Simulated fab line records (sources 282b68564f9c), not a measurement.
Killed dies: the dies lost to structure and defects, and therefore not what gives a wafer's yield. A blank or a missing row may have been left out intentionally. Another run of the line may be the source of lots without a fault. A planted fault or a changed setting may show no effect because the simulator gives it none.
Check of tool commonality | flow rit cmos | 15 lots and 45 wafers in the sample

== REASON IT WAS OPENED ==
At RIT_NLDD_TW_MEAS_10 the reading NLDD_TW is flagged on 3 of 15 lots. Fault-free wafers read 2508, with a standard deviation of 13.
Rule: a lot is flagged when every wafer of it that has a number lies more than 4 standard deviations from that mean, or none has a number. The other lots count as sound.

lot  | measured    | on            | NLDD_TW, wafer by wafer | flag
L451 | day 2 21:10 | film metro-01 | 2520 2510 2497          |
L452 | day 3 03:55 | film metro-03 | 2487 2502 2509          |
L453 | day 3 06:16 | film metro-01 | 2511 2500 2505          |
L454 | day 3 13:31 | film metro-02 | 2511 2505 2516          |
L455 | day 3 17:40 | film metro-01 | 2507 2500 2503          |
L456 | day 3 21:14 | film metro-03 | 2500 2500 2485          |
L457 | day 4 00:39 | film metro-03 | 2485 2507 2491          |
L458 | day 4 08:50 | film metro-02 | 2507 2514 2512          |
L459 | day 4 10:52 | film metro-02 | 2511 2523 2518          |
L461 | day 5 00:57 | film metro-01 | 2785 2801 2796          | FLAGGED
L463 | day 5 06:20 | film metro-01 | 2791 2787 2790          | FLAGGED
L464 | day 5 10:43 | film metro-02 | 2762 2782 2759          | FLAGGED
L470 | day 6 18:23 | film metro-03 | 2506 2493 2488          |
L473 | day 7 10:27 | film metro-01 | 2509 2510 2521          |
L474 | day 7 18:16 | film metro-02 | 2515 2488 2490          |
On average the flagged lots' numbers are 2784, which is +276 against the usual, or +21 standard deviations.

== WHICH TOOL EACH LOT WENT THROUGH ==
The record holds 1 process step before the reading, out of a route of 202 steps. In each cell: the tool, then ch and the chambers that the sampled wafers went through, then the start.
lot  | flag    | RIT_NLDD_IMPLANT_08
L451 |         | implanter-04 ch 0, day 2 20:52
L452 |         | implanter-04 ch 0, day 3 03:37
L453 |         | implanter-04 ch 0, day 3 05:58
L454 |         | implanter-04 ch 0, day 3 13:13
L455 |         | implanter-03 ch 0, day 3 17:21
L456 |         | implanter-02 ch 0, day 3 20:56
L457 |         | implanter-04 ch 0, day 4 00:19
L458 |         | implanter-04 ch 0, day 4 08:31
L459 |         | implanter-03 ch 0, day 4 10:35
L461 | FLAGGED | implanter-04 ch 0, day 5 00:38
L463 | FLAGGED | implanter-04 ch 0, day 5 06:00
L464 | FLAGGED | implanter-04 ch 0, day 5 10:26
L470 |         | implanter-03 ch 0, day 6 18:03
L473 |         | implanter-03 ch 0, day 7 10:07
L474 |         | implanter-04 ch 0, day 7 17:58
What is done by these steps:
- RIT_NLDD_IMPLANT_08
- RIT_NLDD_TW_MEAS_10

== FLAGGED AGAINST TOTAL, ONE TOOL AT A TIME (gauges that did the reading follow at the end) ==
step                | tool          | lots run | flagged | share of the flagged lots | sound lots run after its first flagged lot
RIT_NLDD_IMPLANT_08 | implanter-02  | 1        | 0       | none                      | -
RIT_NLDD_IMPLANT_08 | implanter-03  | 4        | 0       | none                      | -
RIT_NLDD_IMPLANT_08 | implanter-04  | 10       | 3       | all                       | 1 (L474)
RIT_NLDD_TW_MEAS_10 | film metro-01 | 6        | 2       | some                      | 1 (L473)
RIT_NLDD_TW_MEAS_10 | film metro-02 | 5        | 1       | some                      | 1 (L474)
RIT_NLDD_TW_MEAS_10 | film metro-03 | 4        | 0       | none                      | -

== WHAT IS ALLOWED BY THE TABLE ==
All flagged lots share 1 row of the table, namely implanter-04 at RIT_NLDD_IMPLANT_08.
- implanter-04 at RIT_NLDD_IMPLANT_08 ran 10 lots, 3 of them flagged. Sound lots followed the first flagged one (L474) on it, something a lasting fault affecting the whole tool could not allow. Its own readings (dose ions cm2, faraday current uA) fall more than 4 standard deviations out on all wafers of the flagged lots.
None of the table's rows ran every flagged lot and, after the first, no sound lot.

== WHAT THE SIMULATOR PUT IN ==
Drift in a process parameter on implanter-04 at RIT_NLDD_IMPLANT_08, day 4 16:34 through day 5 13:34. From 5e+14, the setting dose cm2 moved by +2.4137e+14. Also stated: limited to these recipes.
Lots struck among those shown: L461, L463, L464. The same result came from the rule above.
